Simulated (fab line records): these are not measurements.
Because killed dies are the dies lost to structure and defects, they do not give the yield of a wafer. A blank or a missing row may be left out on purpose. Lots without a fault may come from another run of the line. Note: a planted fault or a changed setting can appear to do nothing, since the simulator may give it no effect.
fab line records ; flow ritCmos
[record] lots = 6; wafers = 18; lastDay = 7
route steps=202 shown PWELL@42 WELLDRIVE@50 NWELL@51 NRETRO@53 M1@202
lots that met no fault: from a run of the same line without faults
startH: the number of hours between the record's first day and the start of the first shown wafer of the lot ; waitH: time in hours since the lot's previous step ; " unchanged from the row above ; L1.1+2: one row covering several wafers at once ; - no value present, or no start provided ; * or withheld: withheld ; < > ~ a bound
route shown NAME@n: NAME is a module with steps in the file, n the number in the route of the first one ; usual: mean and standard deviation over wafers with no fault ; same: alike in all rows ; chamber/n: place in a boat ; sites: each site's reading ; _std_site: the standard deviation of these ; _edge_site: mean of outer sites minus mean of inner sites ; radiusMm: for every site, how far away it sits from the centre of the wafer ; mask NAME#n: copy n ; behind: the tool/chamber that last shaped the wafer ; hold: cause of the lot's hold/its duration in hours/its outcome ; device: whichever transistor did not switch (one of n, p or np) ; end of line: at the end of the route, the tests of the same wafers ; where a step has no rows: the recipe by itself ; killed: at the first sort, the dies lost to defects and structure; wafer yield is something else ; map: per-die view of a wafer (x killed, . not killed, _ where there is no die)
set.NAME: the setting as run; set.NAME@STEP: as run at that earlier step ; model.NAME: the simulator's own value behind a step, which no gauge read
certain route steps with their lots: each step a table, each wafer a row
services: when a tool's chamber went out of use (startH, in hours from the record's first day, below 0 if earlier), for how many hours, and the reason
[[steps]]
[step RIT_PWELL_EXPOSE_03]
[recipe] maskId = M3; na = 0.57; targetCdNm = 43700; doseMj = 250
[step RIT_PWELL_PEB_04]
[recipe] resist = NOVOLAK; tempC = withheld; timeS = withheld
[step RIT_PWELL_DEVELOP_05]
[recipe] resist = NOVOLAK; developTimeS = 68; devTempC = 23
[step RIT_PWELL_OVL_MEAS_06]
[usual] PWELL_OVL = 1.4/1.4
lot.wafer;tool;chamber;startH;waitH;PWELL_OVL[nm]
L928.1;overlay-01;-;59.19;-;-0.8
L928.3;overlay-01;-;59.19;-;0.7
L928.5;overlay-01;-;59.19;-;-0.6
L929.1;overlay-02;-;63.16;-;1.3
L929.2;overlay-02;-;63.16;-;2.0
L929.6;overlay-02;-;63.16;-;1.1
L930.2;overlay-01;-;72.33;-;0.8
L930.3;overlay-01;-;72.33;-;2.1
L930.5;overlay-01;-;72.33;-;1.6
L932.1;overlay-01;-;77.60;-;1.9
L932.5;overlay-01;-;77.60;-;1.1
L932.6;overlay-01;-;77.60;-;2.6
L942.2;overlay-01;-;129.39;-;1.7
L942.5;overlay-01;-;129.39;-;1.4
L942.6;overlay-01;-;129.39;-;0.5
L943.1;overlay-01;-;133.61;-;2.1
L943.2;overlay-01;-;133.61;-;1.8
L943.4;overlay-01;-;133.61;-;2.1
[step RIT_PWELL_HARDBAKE_07]
[recipe] resist = NOVOLAK; tempC = 140; timeS = 120
[step RIT_PWELL_IMPLANT_08]
[recipe] species = B; energyKev = 170; doseCm2 = 7e+13; tiltDeg = 7
[step RIT_PWELL_STRIP_09]
[recipe] chemistry = O2; timeS = 180; resist = NOVOLAK; platenTempC = withheld; powerW = 500; pressureMtorr = 4000; o2FlowSccm = 4000
[usual] drypumpMotorCurrentA = 5.7/0.4
lot.wafer;tool;chamber;startH;waitH;drypumpMotorCurrentA;rfHoursCounterH
L928.1;plasmaAsher-02;1;59.63;0.1;6.7;28
L928.3;plasmaAsher-02;1;59.63;0.1;6.6;-
L928.5;plasmaAsher-02;1;59.63;0.1;6.6;-
L929.1;plasmaAsher-01;1;63.60;0.1;5.7;41
L929.2;plasmaAsher-01;0;63.60;0.1;5.7;41
L929.6;plasmaAsher-01;1;63.60;0.1;5.7;-
L930.2;plasmaAsher-01;1;72.80;0.1;5.7;42
L930.3;plasmaAsher-01;1;72.80;0.1;5.6;-
L930.5;plasmaAsher-01;0;72.80;0.1;5.7;-
L932.1;plasmaAsher-01;0;78.04;0.1;5.7;42
L932.5;plasmaAsher-01;0;78.04;0.1;5.7;-
L932.6;plasmaAsher-01;1;78.04;0.1;5.7;-
L942.2;plasmaAsher-04;1;129.82;0.1;5.3;48
L942.5;plasmaAsher-04;1;129.82;0.1;5.3;-
L942.6;plasmaAsher-04;0;129.82;0.1;5.6;-
L943.1;plasmaAsher-01;1;134.04;0.1;5.7;2
L943.2;plasmaAsher-01;0;134.04;0.1;5.7;2
L943.4;plasmaAsher-01;0;134.04;0.1;5.7;-
[step RIT_PWELL_TW_MEAS_10]
[usual] PWELL_TW = 951/6.7
lot.wafer;tool;chamber;startH;waitH;PWELL_TW
L928.1;filmMetro-04;-;59.81;0.1;947
L928.3;filmMetro-04;-;59.81;0.1;947
L928.5;filmMetro-04;-;59.81;0.1;950
L929.1;filmMetro-02;-;63.77;0.1;945
L929.2;filmMetro-02;-;63.77;0.1;944
L929.6;filmMetro-02;-;63.77;0.1;944
L930.2;filmMetro-02;-;72.98;0.1;947
L930.3;filmMetro-02;-;72.98;0.1;943
L930.5;filmMetro-02;-;72.98;0.1;949
L932.1;filmMetro-01;-;78.21;0.1;954
L932.5;filmMetro-01;-;78.21;0.1;951
L932.6;filmMetro-01;-;78.21;0.1;951
L942.2;filmMetro-02;-;130.01;0.1;940
L942.5;filmMetro-02;-;130.01;0.1;935
L942.6;filmMetro-02;-;130.01;0.1;945
L943.1;filmMetro-01;-;134.22;0.1;948
L943.2;filmMetro-01;-;134.22;0.1;951
L943.4;filmMetro-01;-;134.22;0.1;954
[step RIT_WELLDRIVE_ANNEAL_00]
[recipe] tempC = 1100; timeS = 14700; ambient = N2
[step RIT_WELLDRIVE_RS_MEAS_01]
[recipe] thkMeasGauge = four-point-probe
[usual] NWELL_RS = 275.3/0.68
lot.wafer;tool;chamber;startH;waitH;NWELL_RS[ohm/sq]
L928.1;filmMetro-02;-;64.95;0.0;275.0
L928.3;filmMetro-02;-;64.95;0.0;274.8
L928.5;filmMetro-02;-;64.95;0.0;275.0
L929.1;filmMetro-01;-;70.03;0.0;275.6
L929.2;filmMetro-01;-;70.03;0.0;275.0
L929.6;filmMetro-01;-;70.03;0.0;275.2
L930.2;filmMetro-02;-;78.14;0.0;274.9
L930.3;filmMetro-02;-;78.14;0.0;274.8
L930.5;filmMetro-02;-;78.14;0.0;275.3
L932.1;filmMetro-04;-;83.36;0.0;275.4
L932.5;filmMetro-04;-;83.36;0.0;275.6
L932.6;filmMetro-04;-;83.36;0.0;275.1
L942.2;filmMetro-04;-;135.16;0.0;274.7
L942.5;filmMetro-04;-;135.16;0.0;273.6
L942.6;filmMetro-04;-;135.16;0.0;274.5
L943.1;filmMetro-02;-;139.57;0.0;275.0
L943.2;filmMetro-02;-;139.57;0.0;273.7
L943.4;filmMetro-02;-;139.57;0.0;274.0
[step RIT_WELLDRIVE_RS_MEAS_02]
[recipe] thkMeasGauge = four-point-probe
[usual] PWELL_RS = 429.3/1.2
lot.wafer;tool;chamber;startH;waitH;PWELL_RS[ohm/sq]
L928.1;filmMetro-02;-;65.07;0.1;429.1
L928.3;filmMetro-02;-;65.07;0.1;430.1
L928.5;filmMetro-02;-;65.07;0.1;429.5
L929.1;filmMetro-01;-;70.15;0.1;429.8
L929.2;filmMetro-01;-;70.15;0.1;428.8
L929.6;filmMetro-01;-;70.15;0.1;429.3
L930.2;filmMetro-02;-;78.26;0.1;429.4
L930.3;filmMetro-02;-;78.26;0.1;427.2
L930.5;filmMetro-02;-;78.26;0.1;429.5
L932.1;filmMetro-04;-;83.48;0.1;429.7
L932.5;filmMetro-04;-;83.48;0.1;429.3
L932.6;filmMetro-04;-;83.48;0.1;430.0
L942.2;filmMetro-04;-;135.28;0.1;429.1
L942.5;filmMetro-04;-;135.28;0.1;429.5
L942.6;filmMetro-04;-;135.28;0.1;430.0
L943.1;filmMetro-02;-;139.69;0.1;429.6
L943.2;filmMetro-02;-;139.69;0.1;429.3
L943.4;filmMetro-02;-;139.69;0.1;428.2
[step RIT_NRETRO_HMDS_00]
[recipe] primeTimeS = 60; primeTempC = 140
[step RIT_NRETRO_COAT_01]
[recipe] resist = NOVOLAK; spinRpm = 2000; resistThkNm = 1300
[usual] chillPlateTempC = 22.99/0.12
lot.wafer;tool;chamber;startH;waitH;chillPlateTempC;model.NOVOLAK_of_NRETRO_COAT_01.thkNm
L928.1;lithoTrack-04;0;65.34;0.1;22.61;1298
L928.3;lithoTrack-04;0;65.34;0.1;23.10;1302
L928.5;lithoTrack-04;0;65.34;0.1;22.80;1302
L929.1;lithoTrack-01;0;70.42;0.1;22.97;1296
L929.2;lithoTrack-01;0;70.42;0.1;23.04;1295
L929.6;lithoTrack-01;0;70.42;0.1;22.96;1294
L930.2;lithoTrack-02;0;78.53;0.1;23.02;1307
L930.3;lithoTrack-02;0;78.53;0.1;22.91;1307
L930.5;lithoTrack-02;0;78.53;0.1;22.93;1307
L932.1;lithoTrack-01;0;83.90;0.1;22.85;1301
L932.5;lithoTrack-01;0;83.90;0.1;22.99;1298
L932.6;lithoTrack-01;0;83.90;0.1;23.04;1298
L942.2;lithoTrack-02;0;135.55;0.1;22.96;1450
L942.5;lithoTrack-02;0;135.55;0.1;22.88;1444
L942.6;lithoTrack-02;0;135.55;0.1;22.81;1445
L943.1;lithoTrack-02;0;139.96;0.1;23.07;1438
L943.2;lithoTrack-02;0;139.96;0.1;22.84;1440
L943.4;lithoTrack-02;0;139.96;0.1;22.93;1438
[step RIT_NRETRO_SOFTBAKE_02]
[recipe] resist = NOVOLAK; tempC = 90; timeS = 61.41
[usual] chillPlateTempC = 22.98/0.096; plateSensorTCentreC = 90.970/0.0092; plateSensorTEdgeC = 91.019/0.0097; softbakeTempC = 90.01/0.13
lot.wafer;tool;chamber;startH;waitH;chillPlateTempC;plateSensorTCentreC;plateSensorTEdgeC;softbakeTempC
L928.1;lithoTrack-04;0;65.49;0.1;22.85;90.961;91.016;89.94
L928.3;lithoTrack-04;0;65.49;0.1;22.82;90.974;91.005;89.95
L928.5;lithoTrack-04;0;65.49;0.1;22.86;90.968;91.028;89.85
L929.1;lithoTrack-01;0;70.57;0.1;22.98;90.970;91.041;89.94
L929.2;lithoTrack-01;0;70.57;0.1;22.88;90.989;91.008;90.01
L929.6;lithoTrack-01;0;70.57;0.1;22.98;90.951;91.011;89.98
L930.2;lithoTrack-02;0;78.68;0.1;22.86;90.979;91.022;90.18
L930.3;lithoTrack-02;0;78.68;0.1;22.92;90.966;91.028;90.05
L930.5;lithoTrack-02;0;78.68;0.1;23.07;90.978;91.027;90.06
L932.1;lithoTrack-01;0;84.05;0.1;22.98;90.959;91.028;89.99
L932.5;lithoTrack-01;0;84.05;0.1;23.01;90.966;90.995;89.96
L932.6;lithoTrack-01;0;84.05;0.1;22.91;90.978;91.019;89.86
L942.2;lithoTrack-02;0;135.70;0.1;23.00;90.966;91.015;89.93
L942.5;lithoTrack-02;0;135.70;0.1;23.14;90.979;91.008;89.90
L942.6;lithoTrack-02;0;135.70;0.1;22.97;90.956;91.019;90.09
L943.1;lithoTrack-02;0;140.11;0.1;22.96;90.977;91.018;89.87
L943.2;lithoTrack-02;0;140.11;0.1;23.00;90.964;91.029;90.19
L943.4;lithoTrack-02;0;140.11;0.1;22.92;90.970;91.022;90.03
[step RIT_NRETRO_EXPOSE_03]
[recipe] maskId = M4; na = 0.57; targetCdNm = 43900; doseMj = 250
[step RIT_NRETRO_PEB_04]
[recipe] resist = NOVOLAK; tempC = withheld; timeS = withheld
[step RIT_NRETRO_DEVELOP_05]
[recipe] resist = NOVOLAK; developTimeS = 68; devTempC = 23
[step RIT_NRETRO_OVL_MEAS_06]
[usual] NRETRO_OVL = 0.9/1.5
lot.wafer;tool;chamber;startH;waitH;NRETRO_OVL[nm]
L928.1;overlay-01;-;66.07;-;0.6
L928.3;overlay-01;-;66.07;-;2.2
L928.5;overlay-01;-;66.07;-;2.9
L929.1;overlay-02;-;71.28;-;-1.6
L929.2;overlay-02;-;71.28;-;-1.1
L929.6;overlay-02;-;71.28;-;-1.2
L930.2;overlay-01;-;79.37;-;1.1
L930.3;overlay-01;-;79.37;-;2.2
L930.5;overlay-01;-;79.37;-;1.5
L932.1;overlay-01;-;84.75;-;0.7
L932.5;overlay-01;-;84.75;-;3.0
L932.6;overlay-01;-;84.75;-;1.7
L942.2;overlay-02;-;136.39;-;-0.6
L942.5;overlay-02;-;136.39;-;-0.3
L942.6;overlay-02;-;136.39;-;-0.1
L943.1;overlay-01;-;140.81;-;-0.6
L943.2;overlay-01;-;140.81;-;0.5
L943.4;overlay-01;-;140.81;-;0.0
[step RIT_NRETRO_HARDBAKE_07]
[recipe] resist = NOVOLAK; tempC = 140; timeS = 120
[usual] chillPlateTempC = 23.01/0.1
lot.wafer;tool;chamber;startH;waitH;chillPlateTempC;model.NOVOLAK_of_NRETRO_COAT_01.thkNm
L928.1;lithoTrack-04;0;66.11;0.0;23.03;1136
L928.3;lithoTrack-04;0;66.11;0.0;22.97;1139
L928.5;lithoTrack-04;0;66.11;0.0;22.98;1139
L929.1;lithoTrack-01;0;71.31;0.0;22.90;1134
L929.2;lithoTrack-01;0;71.31;0.0;22.95;1133
L929.6;lithoTrack-01;0;71.31;0.0;22.93;1132
L930.2;lithoTrack-04;0;79.44;0.1;22.93;1143
L930.3;lithoTrack-04;0;79.44;0.1;23.02;1143
L930.5;lithoTrack-04;0;79.44;0.1;23.19;1143
L932.1;lithoTrack-01;0;84.79;0.0;23.01;1138
L932.5;lithoTrack-01;0;84.79;0.0;22.98;1135
L932.6;lithoTrack-01;0;84.79;0.0;23.03;1135
L942.2;lithoTrack-02;0;136.46;0.1;22.99;1266
L942.5;lithoTrack-02;0;136.46;0.1;22.93;1261
L942.6;lithoTrack-02;0;136.46;0.1;22.92;1262
L943.1;lithoTrack-04;0;140.85;0.0;23.13;1255
L943.2;lithoTrack-04;0;140.85;0.0;22.95;1258
L943.4;lithoTrack-04;0;140.85;0.0;23.05;1256
[step RIT_NRETRO_IMPLANT_08]
[recipe] species = P; energyKev = 70; doseCm2 = 1e+13; tiltDeg = 7
[step RIT_M1_PROBE_99]
[usual] killedAtFrontEnd = 6.9/2.9; killedDies = 7.0/2.9; killedOpen = 3.4/2.1; killedShort = 3.5/1.8
[same] grossDies = 264; killed_at_M0_to_M3 = 0; killed_at_M4_up = 0; killedAtBackSide = 0; killedAtContacts = 0; killedAtOther = 0
lot.wafer;tool;chamber;startH;waitH;killedAtFrontEnd;killedDies;killedOpen;killedShort
L928.1;prober-02;-;95.04;0.1;4;4;1;3
L928.3;prober-02;-;95.14;0.2;5;5;2;3
L928.5;prober-02;-;95.24;0.2;3;3;1;2
L929.1;prober-01;-;101.87;0.1;6;6;3;3
L929.2;prober-01;-;101.92;0.1;2;2;2;0
L929.6;prober-01;-;102.12;0.2;4;4;1;3
L930.2;prober-02;-;108.24;0.1;4;4;1;3
L930.3;prober-02;-;108.29;0.2;11;11;8;3
L930.5;prober-02;-;108.39;0.2;5;5;1;4
L932.1;prober-02;-;115.21;0.1;4;4;1;3
L932.5;prober-02;-;115.41;0.2;3;3;1;2
L932.6;prober-02;-;115.46;0.2;1;1;0;1
L942.2;prober-02;-;165.00;0.1;4;4;2;2
L942.5;prober-02;-;165.15;0.2;9;9;5;4
L942.6;prober-02;-;165.20;0.2;8;8;3;5
L943.1;prober-01;-;173.76;0.1;6;6;1;5
L943.2;prober-01;-;173.81;0.1;7;7;4;3
L943.4;prober-01;-;173.91;0.2;8;8;3;5
// killed by level:class
L928.1 REOX:geometricParticle:short=2 GATE:geometricParticle:short=1 SPACER:geometricParticle:open=1
L928.3 GATE:geometricParticle:short=2 REOX:geometricParticle:open=2 SPACER:geometricParticle:short=1
L928.5 FOX2:geometricParticle:short=1 GATE:geometricParticle:open=1 SPACER:geometricParticle:short=1
L929.1 SILICIDE:geometricParticle:open=2 FOX2:geometricParticle:open=1 GATE:geometricParticle:short=1 REOX:geometricParticle:short=1 SPACER:geometricParticle:short=1
L929.2 GATE:geometricParticle:open=1 SILICIDE:geometricParticle:open=1
L929.6 FOX1:geometricParticle:short=2 SPACER:geometricParticle:short=1 SILICIDE:geometricParticle:open=1
L930.2 FOX1:geometricParticle:short=1 REOX:geometricParticle:open=1 REOX:geometricParticle:short=1 SPACER:geometricParticle:short=1
L930.3 FOX1:geometricParticle:open=2 GATE:geometricParticle:short=2 REOX:geometricParticle:open=2 SPACER:geometricParticle:open=2 FOX2:geometricParticle:open=1 GATE:geometricParticle:open=1 REOX:geometricParticle:short=1
L930.5 SILICIDE:geometricParticle:short=3 FOX2:geometricParticle:short=1 GATE:geometricParticle:open=1
L932.1 GATE:geometricParticle:short=1 GATE:geometricParticle:open=1 REOX:geometricParticle:short=1 SPACER:geometricParticle:short=1
L932.5 REOX:geometricParticle:short=1 SPACER:geometricParticle:short=1 SILICIDE:geometricParticle:open=1
L932.6 REOX:geometricParticle:short=1
L942.2 SPACER:geometricParticle:short=2 FOX2:geometricParticle:open=1 SPACER:geometricParticle:open=1
L942.5 GATE:geometricParticle:open=4 GATE:geometricParticle:short=2 FOX1:geometricParticle:short=1 REOX:geometricParticle:short=1 SPACER:geometricParticle:open=1
L942.6 REOX:geometricParticle:short=3 GATE:geometricParticle:open=2 FOX2:geometricParticle:short=1 REOX:geometricParticle:open=1 SILICIDE:geometricParticle:short=1
L943.1 FOX2:geometricParticle:short=2 FOX2:geometricParticle:open=1 GATE:geometricParticle:short=1 REOX:geometricParticle:short=1 SPACER:geometricParticle:short=1
L943.2 FOX1:geometricParticle:open=3 FOX1:geometricParticle:short=1 FOX2:geometricParticle:short=1 SPACER:geometricParticle:short=1 SILICIDE:geometricParticle:open=1
L943.4 GATE:geometricParticle:short=3 FOX1:geometricParticle:short=1 FOX1:geometricParticle:open=1 FOX2:geometricParticle:open=1 FOX2:geometricParticle:short=1 GATE:geometricParticle:open=1
[[services]]
tool;chamber;startH;hours;kind
plasmaAsher-04;-;37.92;1.1;repair
plasmaAsher-01;-;108.75;9.0;pm
plasmaAsher-01;0;108.75;9.0;ventCycle
plasmaAsher-01;1;108.75;9.0;ventCycle
plasmaAsher-01;0;117.75;-;clean
plasmaAsher-01;1;117.75;-;clean
[[key]]
firstSign none at tools or gauges
[modelEffect] step = RIT_NRETRO_COAT_01; value = NOVOLAK_of_NRETRO_COAT_01.thkNm; without = 1298; struck = 1443
[modelEffect] step = RIT_NRETRO_HARDBAKE_07; value = NOVOLAK_of_NRETRO_COAT_01.thkNm; without = 1135; struck = 1260
metAt RIT_NRETRO_COAT_01
struckWafers L942.2,L942.5,L942.6,L943.1,L943.2,L943.4
testerLeftOut L942,L943
onsetBetween 78.53 135.55
alsoFits time
[fault] kind = processParameterDrift; tool = lithoTrack-02; chamber = -; onsetH = 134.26; steps = RIT_NRETRO_COAT_01; channel = resistThkNm; offset = 145.26; shape = step; endH = 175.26; actsIn = theseRecipesOnly; stated = 1300
// testerLeftOut: of these lots the tester's yield and bins aren't shown, on N5 and GAA mostly nor the transistor test; their killed dies are dies lost to structure and defects alone, not to doping, threshold or leakage, so they don't give the yield
